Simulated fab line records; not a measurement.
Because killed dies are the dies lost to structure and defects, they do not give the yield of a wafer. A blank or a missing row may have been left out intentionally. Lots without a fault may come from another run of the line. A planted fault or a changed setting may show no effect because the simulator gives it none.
The tool behind it: which one? || flow rit-cmos || Sampling: 7 lots, 21 wafers, 2 of 202 route steps

## WHAT THE GAUGES SHOWED, per wafer
RIT_FOX1_THK_MEAS_01.
{"lot": "L368", "measured": "day 1 22:25", "on": "film-metro-03", "FOX1_OXIDE_THK (nm)": "360 356 358"}
{"lot": "L370", "measured": "day 2 09:41", "on": "film-metro-02", "FOX1_OXIDE_THK (nm)": "342 346 346"}
{"lot": "L372", "measured": "day 2 19:07", "on": "film-metro-03", "FOX1_OXIDE_THK (nm)": "356 352 355"}
{"lot": "L375", "measured": "day 3 13:53", "on": "film-metro-02", "FOX1_OXIDE_THK (nm)": "347 344 351"}
{"lot": "L380", "measured": "day 4 12:53", "on": "film-metro-03", "FOX1_OXIDE_THK (nm)": "353 356 356"}
{"lot": "L383", "measured": "day 5 05:03", "on": "film-metro-03", "FOX1_OXIDE_THK (nm)": "344 355 344"}
{"lot": "L390", "measured": "day 6 12:48", "on": "film-metro-04", "FOX1_OXIDE_THK (nm)": "358 356 353"}

## EACH LOT AND THE TOOL THAT RAN IT (in order: tool; ch and the chambers of the sampled wafers; start)
{"lot": "L368", "RIT_FOX1_OXIDATION_00": "furnace-03 ch 0, day 1 21:06"}
{"lot": "L370", "RIT_FOX1_OXIDATION_00": "furnace-04 ch 0, day 2 08:22"}
{"lot": "L372", "RIT_FOX1_OXIDATION_00": "furnace-03 ch 0, day 2 17:48"}
{"lot": "L375", "RIT_FOX1_OXIDATION_00": "furnace-03 ch 0, day 3 12:34"}
{"lot": "L380", "RIT_FOX1_OXIDATION_00": "furnace-03 ch 0, day 4 11:34"}
{"lot": "L383", "RIT_FOX1_OXIDATION_00": "furnace-03 ch 0, day 5 03:44"}
{"lot": "L390", "RIT_FOX1_OXIDATION_00": "furnace-04 ch 0, day 6 11:28"}
- RIT_FOX1_OXIDATION_00: target thk 350.7 nm, ox time 1130 s.

## THE ANSWER, worked out from the rows above alone
Rule: the usual values come from the lots themselves. Put in order of their means at a reading, lots are off if they are a third of the lots or fewer, leave a main group of 4 or more, and stand apart from it by a gap of 3 or more times the standard deviation of the main group's means; of several such gaps the widest counts. The tables above print the reading to a certain number of digits; a main group whose means all agree to those digits is not used. Also off: a lot with no number at a reading for which 4 or more lots have one. Where the step has rows for the other lots, those lots are counted as sound.
Nothing can be told from this: no lot is off at any reading shown.

## WHAT THE SIMULATOR PUT IN
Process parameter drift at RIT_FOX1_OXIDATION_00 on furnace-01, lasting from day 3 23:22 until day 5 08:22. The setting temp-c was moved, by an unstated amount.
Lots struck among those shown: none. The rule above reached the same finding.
